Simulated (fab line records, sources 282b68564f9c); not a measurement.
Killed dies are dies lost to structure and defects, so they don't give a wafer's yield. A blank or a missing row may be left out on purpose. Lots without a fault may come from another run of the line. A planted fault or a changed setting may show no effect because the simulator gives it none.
fab line records | flow rit_cmos | part 2 of 2: steps 27 to 35 of 35
record lots=5 wafers=15 last_day=7
route steps=202 shown NLDD@103 PLDD@114 SPACER@125 NSD@131
lots that met no fault: from a run of the same line without faults
start_h: hours from the record's first day to the start of the lot's first wafer shown | wait_h: hours since the lot's step before | " the same as in the row above | L1.1+2: a row that stands for several wafers | - no value, or no start given | * or withheld: withheld | < > ~ a bound
route shown NAME@n: a module of which the file shows steps, and the number in the route of the first | usual: mean/standard deviation of fault-free wafers | same: alike in all rows | chamber/n: place in a boat | sites: the reading at each site | _std_site: their standard deviation | _edge_site: outer sites' mean less inner sites' | radius_mm: how far each site lies from the wafer's centre | mask NAME#n: copy n | behind: the tool/chamber that last shaped the wafer | hold: why the lot was held/for how many hours/how that ended | device: the transistor (n, p or np) that didn't switch | end of line: the same wafers' tests at the end of the route | a step without rows: its recipe alone | killed: dies lost to structure and defects at the first sort, not the wafer's yield | map: a wafer's dies, x killed, . not, _ none there
set.NAME: the setting as run; set.NAME@STEP: as run at that earlier step | model.NAME: the simulator's own value behind a step, which no gauge read
lots at some steps of the route; a table a step, a row a wafer
services: from which hour (start_h, from the record's first day; less than 0 if before it) a tool's chamber was out of use, for how many hours, and why
## steps
# step RIT_SPACER_THK_MEAS_04
# recipe reads=Si3N4_of_SPACER_CVD_03
# usual SPACER_NITRIDE_THK=249.3/2.9
# columns lot.wafer tool chamber start_h wait_h SPACER_NITRIDE_THK[nm]
L075.1 film_metro-04 - 60.45 0.0 250.4
L075.4 " - " " 250.7
L075.5 " - " " 248.3
L087.1 film_metro-04 - 121.03 0.0 243.9
L087.4 " - " " 247.0
L087.6 " - " " 245.8
L091.1 film_metro-01 - 134.20 0.0 249.6
L091.3 " - " " 250.4
L091.5 " - " " 250.4
L094.1 film_metro-01 - 149.07 0.0 245.3
L094.2 " - " " 247.0
L094.3 " - " " 249.7
L096.2 film_metro-04 - 162.82 0.0 246.7
L096.5 " - " " 245.5
L096.6 " - " " 246.1
# step RIT_SPACER_ETCHBACK_05
# recipe target_depth_a=2500 SF6_flow_sccm=30 CHF3_flow_sccm=30 target=Si3N4 chemistry=SF6/CHF3 pressure_mtorr=40 rf_w=250 time_s=240 stop_on=SiO2
# usual drypump_motor_current_A=5.6/0.41 oes_product_au=0.849/0.014 throttle_valve_pct=10.19/0.15
# columns lot.wafer tool chamber start_h wait_h drypump_motor_current_A oes_product_au rf_hours_counter_h throttle_valve_pct
L075.1 rie_diel-03 1 60.51 0.1 5.5 0.850 115 10.25
L075.4 " 3 " " 4.8 0.853 31 10.40
L075.5 " 3 " " 4.8 0.849 - 10.39
L087.1 rie_diel-01 3 121.09 0.1 6.0 0.859 74 10.31
L087.4 " 1 " " 5.1 0.855 5 10.38
L087.6 " 3 " " 6.0 0.863 - 10.32
L091.1 rie_diel-04 1 134.26 0.1 5.3 0.857 8 9.92
L091.3 " 2 " " 5.6 0.852 106 10.34
L091.5 " 2 " " 5.6 0.859 - 10.34
L094.1 rie_diel-04 2 149.13 0.1 5.6 0.848 106 10.32
L094.2 " 3 " " 6.0 0.828 115 10.02
L094.3 " 1 " " 5.3 0.854 8 9.91
L096.2 rie_diel-03 1 162.87 0.0 5.5 0.838 117 10.26
L096.5 " 0 " " 6.3 0.834 - 10.13
L096.6 " 3 " " 4.8 0.842 - 10.39
# step RIT_NSD_HMDS_00
# recipe prime_time_s=60 prime_temp_c=140
# usual prime_temp_c=140.01/0.15 resist_line_temp_C=23.01/0.097
# same prime_time_s=60
# columns lot.wafer tool chamber start_h wait_h prime_temp_c resist_line_temp_C
L075.1 litho_track-04 0 60.66 0.1 140.06 23.00
L075.4 " 0 " " 140.00 23.19
L075.5 " 0 " " 140.02 23.04
L087.1 litho_track-01 0 121.24 0.1 139.75 22.81
L087.4 " 0 " " 139.85 23.08
L087.6 " 0 " " 139.90 23.09
L091.1 litho_track-01 0 134.41 0.1 140.11 22.93
L091.3 " 0 " " 140.03 23.03
L091.5 " 0 " " 140.05 22.99
L094.1 litho_track-01 0 149.28 0.1 139.82 22.99
L094.2 " 0 " " 140.03 23.08
L094.3 " 0 " " 139.91 23.19
L096.2 litho_track-01 0 163.04 0.1 139.76 23.12
L096.5 " 0 " " 139.99 22.94
L096.6 " 0 " " 139.91 22.98
# step RIT_NSD_COAT_01
# recipe resist=NOVOLAK spin_rpm=3250 resist_thk_nm=1000
# usual resist_line_temp_C=23.01/0.095
# columns lot.wafer tool chamber start_h wait_h resist_line_temp_C
L075.1 litho_track-04 0 60.81 0.1 22.95
L075.4 " 0 " " 23.07
L075.5 " 0 " " 22.96
L087.1 litho_track-01 0 121.39 0.1 23.09
L087.4 " 0 " " 23.01
L087.6 " 0 " " 23.20
L091.1 litho_track-01 0 134.56 0.1 23.04
L091.3 " 0 " " 22.87
L091.5 " 0 " " 23.20
L094.1 litho_track-01 0 149.43 0.1 23.02
L094.2 " 0 " " 23.11
L094.3 " 0 " " 22.94
L096.2 litho_track-01 0 163.19 0.1 23.04
L096.5 " 0 " " 22.96
L096.6 " 0 " " 23.07
# step RIT_NSD_SOFTBAKE_02
# recipe resist=NOVOLAK temp_c=90 time_s=60
# usual resist_line_temp_C=23.00/0.12
# columns lot.wafer tool chamber start_h wait_h resist_line_temp_C
L075.1 litho_track-04 0 60.96 0.1 23.15
L075.4 " 0 " " 23.07
L075.5 " 0 " " 22.98
L087.1 litho_track-01 0 121.54 0.1 22.98
L087.4 " 0 " " 23.02
L087.6 " 0 " " 23.03
L091.1 litho_track-01 0 134.71 0.1 22.99
L091.3 " 0 " " 23.04
L091.5 " 0 " " 23.07
L094.1 litho_track-01 0 149.58 0.1 22.88
L094.2 " 0 " " 22.81
L094.3 " 0 " " 22.93
L096.2 litho_track-01 0 163.34 0.1 22.95
L096.5 " 0 " " 23.04
L096.6 " 0 " " 23.17
# step RIT_NSD_EXPOSE_03
# recipe mask_id=M9 na=0.57 target_cd_nm=40700 dose_mj=250
# usual focus_offset_nm=-0.1/0.59 reticle_temp_C=22.97/0.1
# columns lot.wafer tool chamber start_h wait_h mask focus_offset_nm reticle_temp_C
L075.1 iline_stepper-01 0 61.23 0.2 M9#0 -0.4 22.95
L075.4 " 0 " " M9#0 -0.5 22.92
L075.5 " 0 " " M9#0 1.5 22.84
L087.1 iline_stepper-01 0 121.69 0.1 M9#0 0.5 23.06
L087.4 " 0 " " M9#0 -0.2 22.92
L087.6 " 0 " " M9#0 -0.5 22.90
L091.1 iline_stepper-01 0 134.86 0.1 M9#0 0.6 23.12
L091.3 " 0 " " M9#0 0.7 23.04
L091.5 " 0 " " M9#0 -0.2 22.92
L094.1 iline_stepper-02 0 149.73 0.1 M9#0 -1.6 23.13
L094.2 " 0 " " M9#0 -1.7 23.00
L094.3 " 0 " " M9#0 -0.5 23.09
L096.2 iline_stepper-02 0 163.49 0.1 M9#0 -0.1 22.94
L096.5 " 0 " " M9#0 0.6 22.94
L096.6 " 0 " " M9#0 -1.1 23.04
# step RIT_NSD_PEB_04
# recipe resist=NOVOLAK temp_c=withheld time_s=withheld
# usual resist_line_temp_C=*
# columns lot.wafer tool chamber start_h wait_h resist_line_temp_C
L075.1 litho_track-01 0 61.35 0.1 *
L075.4 " 0 " " *
L075.5 " 0 " " *
L087.1 litho_track-04 0 121.81 0.1 *
L087.4 " 0 " " *
L087.6 " 0 " " *
L091.1 litho_track-04 0 134.98 0.1 *
L091.3 " 0 " " *
L091.5 " 0 " " *
L094.1 litho_track-04 0 149.85 0.1 *
L094.2 " 0 " " *
L094.3 " 0 " " *
L096.2 litho_track-03 0 163.61 0.1 *
L096.5 " 0 " " *
L096.6 " 0 " " *
# step RIT_NSD_DEVELOP_05
# recipe resist=NOVOLAK develop_time_s=50 dev_temp_c=23
# usual resist_line_temp_C=23.02/0.1
# columns lot.wafer tool chamber start_h wait_h resist_line_temp_C
L075.1 litho_track-01 0 - - 23.11
L075.4 " 0 " " 22.96
L075.5 " 0 " " 22.86
L087.1 litho_track-04 0 - - 23.06
L087.4 " 0 " " 23.03
L087.6 " 0 " " 23.08
L091.1 litho_track-04 0 - - 22.95
L091.3 " 0 " " 23.03
L091.5 " 0 " " 23.09
L094.1 litho_track-04 0 - - 23.10
L094.2 " 0 " " 23.16
L094.3 " 0 " " 23.12
L096.2 litho_track-03 0 - - 23.05
L096.5 " 0 " " 23.11
L096.6 " 0 " " 23.14
# step RIT_NSD_OVL_MEAS_06
# usual NSD_OVL=0.8/1.3
# columns lot.wafer tool chamber start_h wait_h NSD_OVL[nm]
L075.1 overlay-01 - 61.63 - -0.3
L075.4 " - " " -0.1
L075.5 " - " " -1.6
L087.1 overlay-02 - 122.09 - 2.9
L087.4 " - " " 1.5
L087.6 " - " " 3.5
L091.1 overlay-01 - 135.26 - 1.5
L091.3 " - " " 0.3
L091.5 " - " " -0.1
L094.1 overlay-02 - 150.13 - 0.4
L094.2 " - " " 0.9
L094.3 " - " " 0.7
L096.2 overlay-01 - 163.87 - 2.5
L096.5 " - " " 1.4
L096.6 " - " " 1.2
## services
# columns tool chamber start_h hours kind
plasma_asher-01 - 31.07 15.6 pm
rie_diel-04 0 31.66 4.8 repair
rie_diel-01 0 42.09 7.2 repair
implanter-03 - 50.66 3.6 pm
implanter-02 - 57.82 3.9 pm
plasma_asher-02 - 58.08 9.8 repair
rie_diel-01 2 64.01 - clean
rie_diel-01 2 64.01 20.8 scheduled_down
plasma_asher-02 - 67.84 9.9 pm
iline_stepper-01 - 75.03 0.8 repair
implanter-03 - 77.11 3.3 repair
plasma_asher-04 - 94.35 2.1 repair
plasma_asher-04 - 100.74 0.8 repair
rie_diel-03 0 101.25 13.4 repair
plasma_asher-03 - 108.75 9.0 pm
plasma_asher-03 0 108.75 9.0 vent_cycle
plasma_asher-03 1 108.75 9.0 vent_cycle
rie_diel-01 3 115.03 3.0 repair
plasma_asher-03 0 117.75 - clean
plasma_asher-03 1 117.75 - clean
iline_stepper-02 - 137.05 6.8 repair
iline_stepper-01 - 143.87 1.7 pm
implanter-03 - 149.36 2.2 repair
implanter-04 - 150.02 2.6 pm
